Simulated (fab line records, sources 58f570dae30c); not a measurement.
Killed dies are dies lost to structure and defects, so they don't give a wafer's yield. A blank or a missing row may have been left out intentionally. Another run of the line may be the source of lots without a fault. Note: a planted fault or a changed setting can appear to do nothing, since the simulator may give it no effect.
Problem report, 8D (eight disciplines) form, completed by code / flow berkeley-cmos170 / the parts of the form that need people (team, actions taken, sign-off) are left out

== 1. THE ISSUE ==
M2_OVL at UCB170_M2_OVL_MEAS_16 reads a mean of 116 nm on 9 wafers of 3 lots; wafers without a fault read -4 nm with a standard deviation of 5.5. Relative to the usual mean, that is a shift of +22 standard deviations.
The first sign was on wafer L110.1 at day 11 05:27, on overlay-01. The record has a number at this step for 39 wafers belonging to 13 lots. The rule behind "out" and "out of limits": a value lying over 4 standard deviations away from the usual mean. All remaining wafers that have a number are taken as sound.

== 2. WHAT IT IS, AND WHAT IT ISN'T ==
question=which readings at this step | is=M2_OVL | is not=-
question=which lots | is=L108, L110, L115 | is not=L102, L103, L104, L105, L109, L113, L116, L119, L121, L122
question=which wafers of those lots | is=all that have a number | is not=-
question=read on which gauges | is=overlay-01, overlay-02 | is not=-
question=when | is=from day 11 05:27 | is not=up to then (15 sound wafers); but 15 sound wafers of L113, L116, L119, L121, L122 came after

== 3. WHAT RULES OUT EACH SUSPECT ==
Counting: a tool at a process step up to the reading stays a suspect if it ran every lot that is out and no sound lot after the first of them.
- the gauge at UCB170_M2_OVL_MEAS_16 has been ruled out. 2 gauges (overlay-01, overlay-02) read the wafers that are out.
- krf-scanner-01 at UCB170_M2_EXPOSE_12 (exposes mask METAL2, target cd 700 nm): kept. It processed each lot that is out, first L110 at day 11 04:09, and no sound lot thereafter; up to then, the last sound lot it processed was L105 at day 10 06:47.
Remaining after the count: krf-scanner-01 at UCB170_M2_EXPOSE_12.

== 4. THE CAUSE (what the simulator had put in) ==
Scanner matching overlay: krf-scanner-01, from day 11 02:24 on, at UCB170_M2_EXPOSE_12. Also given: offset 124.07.
The count eliminated every tool but this one.

== 5. THE CHAIN OF EFFECTS, in route order ==
Each row: a reading whose mean over the struck wafers that have a number lies more than 3 standard deviations from the usual. Scope: only readings with a usual standard deviation given in the record; hours: median across lots of the time from each lot's start at the first step in this table that gives one to its start at this step; sigmas: change in usual standard deviations.
hours=0; step=UCB170_M2_OVL_MEAS_16; reading=M2_OVL; usual=-4 nm; on struck wafers=116; change=+120; sigmas=+22

== 6. HOW IT WOULD HAVE BEEN CAUGHT EARLIER ==
Counted from the fault's start at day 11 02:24, it took 3 hours until the first out-of-limits reading at a measuring or inspecting step in this record, taken at day 11 05:27.
Tool readings at UCB170_M2_EXPOSE_12 with a usual standard deviation given in the record: none out on any struck wafer, hence no alarm at a limit of 4 standard deviations on them.
L108, L115, from the lots that are out (3), started UCB170_M2_EXPOSE_12 on krf-scanner-01 later than day 11 05:27. A hold on the tool at that time would have spared those 2.
